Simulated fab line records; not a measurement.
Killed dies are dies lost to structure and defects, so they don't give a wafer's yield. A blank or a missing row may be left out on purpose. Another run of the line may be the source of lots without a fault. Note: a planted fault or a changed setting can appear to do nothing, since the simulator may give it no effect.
A lot that was struck, set against a sound lot -- flow ritCmos -- 18 out of 202 route steps
Sound: the wafers L816.1, L816.5, L816.6. Struck: wafers L820.1, L820.4, L820.5. The cause comes at the end.
Each step with rows lists, per side, the tool, then ch with its chambers, then its first start. Under that, the readings that differ: sound wafers -- struck wafers -- difference of the means -- sigmas: that difference in standard deviations of wafers without a fault.
alike: a reading whose means differ by less than 2 such deviations, as well as words and numbers matching on both sides. not compared: withheld readings; readings where some wafer has no value; bounds like >300 that might hide an equal value; numbers whose values overlap and for which the record gives no deviation.
A row with sigmas, a row that says differs or no value, or rows on one side alone: a step with any of these is where the two part. When numbers do not overlap yet have no deviation, they are printed without sigmas and do not part them. A reading missing from all wafers of one side parts the sides only when that side holds two or more wafers.

first, 4 steps without rows for these wafers: RIT_PSD_SOFTBAKE_02 (time 60 s); RIT_PSD_EXPOSE_03 (exposes mask M10, target cd 40900 nm); RIT_PSD_PEB_04; RIT_PSD_DEVELOP_05 (develop time 50 s).
RIT_PSD_OVL_MEAS_06:
  sound on overlay-01, day 4 17:41; struck on overlay-01, day 5 14:10
  alike: PSD_OVL
then, 2 steps without rows for these wafers: RIT_PSD_HARDBAKE_07 (time 60 s); RIT_PSD_IMPLANT_08.
RIT_PSD_STRIP_09: strips in O2, time 180 s.
  sound on plasmaAsher-02 ch 0,1, day 4 18:01; struck on plasmaAsher-03 ch 0,1, day 5 14:30
  alike: drypumpMotorCurrentA
  not compared: rfHoursCounterH
RIT_PSD_TW_MEAS_10:
  sound on filmMetro-03, day 4 18:12; struck on filmMetro-02, day 5 14:40
  alike: PSD_TW
then, 3 steps without rows for these wafers: RIT_SDANNEAL_CLEAN_00 (cleans in SC1, time 600 s); RIT_SDANNEAL_CLEAN_01 (cleans in dHF, time 30 s); RIT_SDANNEAL_CLEAN_02 (cleans in SC2, time 600 s).
RIT_SDANNEAL_RTA_03: time 5 s.
  sound on rtpAnneal-01 ch 0, day 4 18:37; struck on rtpAnneal-01 ch 0, day 5 15:06
reading,sound,struck,difference,sigmas
wafer_temp_C_max,1052.5 1055.0 1052.5,1032.4 1033.9 1032.6,-20.4,-16
RIT_SDANNEAL_RS_MEAS_04: measures by four-point-probe.
  sound on filmMetro-03, day 4 18:41; struck on filmMetro-03, day 5 15:10
reading,sound,struck,difference,sigmas
PSD_RS (ohm/sq),115.73 115.69 115.45,130.29 130.43 130.26,+14.70,+53
RIT_SDANNEAL_RS_MEAS_05: measures by four-point-probe.
  sound on filmMetro-03, day 4 18:48; struck on filmMetro-03, day 5 15:17
reading,sound,struck,difference,sigmas
NSD_RS (ohm/sq),84.9 84.9 84.9,86.0 85.8 85.6,+0.9,+3
RIT_SDANNEAL_RS_MEAS_06: measures by four-point-probe.
  sound on filmMetro-03, day 4 18:55; struck on filmMetro-03, day 5 15:24
reading,sound,struck,difference,sigmas
PLDD_RS (ohm/sq),178.5 178.7 178.0,194.6 194.3 194.1,+15.9,+35
RIT_SDANNEAL_RS_MEAS_07: measures by four-point-probe.
  sound on filmMetro-03, day 4 19:02; struck on filmMetro-03, day 5 15:31
  alike: NLDD_RS
RIT_M1_PROBE_99:
  sound on prober-01, day 5 02:12; struck on prober-01, day 5 22:49
reading,sound,struck,difference,sigmas
model.etest.pmosTurned.rOnOhmUm,3263 3212 3209,4142 4087 4054,+866,
model.etest.pmos_0p3.rOnOhmUm,6107 6038 6008,6818 6799 6791,+752,
model.etest.pmos_0p15.rOnOhmUm,2682 2618 2615,3213 3196 3151,+548,
model.etest.pmosTurned.driveUaUm,205 208.2 208.8,145.8 147.2 150.7,-59.4,
model.etest.pmos_0p15.driveUaUm,267.4 271.9 270.6,218.1 218.9 225.6,-49.1,
model.etest.contactPplus.endOhmUm,44.42 43.88 44.46,53.55 53.38 52.33,+8.83,
model.etest.pmosNarrow.driveUaUm,106.5 107.6 110.1,92.28 93.35 95.02,-14.52,
model.etest.pmos_0p3.driveUaUm,104.7 105.4 107.2,91.45 91.5 92.79,-13.85,
  alike: killed_at_M0_to_M3, killedAtContacts, killedAtFrontEnd, killedDies, killedOpen, killedShort

WHERE THEY PART
At RIT_SDANNEAL_RTA_03 first; at RIT_SDANNEAL_RS_MEAS_06 last (within this record only). Later steps at which nothing parts them and some readings are alike: RIT_SDANNEAL_RS_MEAS_07, RIT_M1_PROBE_99.

WHY: what had been put in by the simulator
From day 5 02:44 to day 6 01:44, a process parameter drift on rtpAnneal-01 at RIT_SDANNEAL_RTA_03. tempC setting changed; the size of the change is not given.
